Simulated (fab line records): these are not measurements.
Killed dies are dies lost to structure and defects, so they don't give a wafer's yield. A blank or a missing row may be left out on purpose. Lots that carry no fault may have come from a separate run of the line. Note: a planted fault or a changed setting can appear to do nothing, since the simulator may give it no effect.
Matching of chambers ; flow rit_cmos ; 4 sister chambers for RIT_GATE_ETCH_19 on rie_si-01
The step etches poly-Si in SF6/CHF3/O2, stops on SiO2, time 165 s, target depth 312.5 nm. 8 wafers are shown with their chamber, then 7 later ones without.

WAFERS PAIRED WITH THEIR CHAMBERS
wafer;chamber;throttle_valve_pct (%);oes_product_au (a.u.)
L180.5;1;10.12;0.838
L184.5;0;10.45;0.834
L184.6;3;10.40;0.844
L186.1;1;10.12;0.823
L188.4;2;10.21;0.818
L188.6;3;10.39;0.828
L190.1;0;10.45;0.844
L190.2;2;10.22;0.830

WAFERS WITH NO CHAMBER GIVEN
wafer;throttle_valve_pct (%);oes_product_au (a.u.)
L190.4;10.08;0.865
L192.2;10.41;0.829
L192.3;10.45;0.834
L192.6;10.40;0.841
L194.2;10.46;0.825
L194.3;10.21;0.820
L194.6;10.44;0.834

CHAMBER TAKEN BY EACH
wafer;from the rows above;in truth
L190.4;1;1
L192.2;3;3
L192.3;0;0
L192.6;3;3
L194.2;0;0
L194.3;2;2
L194.6;0;0
Correct placement for 7 of the 7. Number that these rows cannot place: 0. Wrongly placed: 0.
How it was worked out, from the rows above alone: a wafer's distance from a chamber is the root of the sum, over the readings, of the square of ((its reading less the chamber's mean) divided by the reading's scatter). If the next closest chamber is less than 2 further off than the closest, the wafer can't be placed; otherwise it belongs to the closest. The mean given for a chamber averages the wafers shown for that chamber. The scatter is the square root of a quotient: the sum, over the shown wafers, of each reading's squared deviation from its chamber's mean, divided by wafers minus chambers.
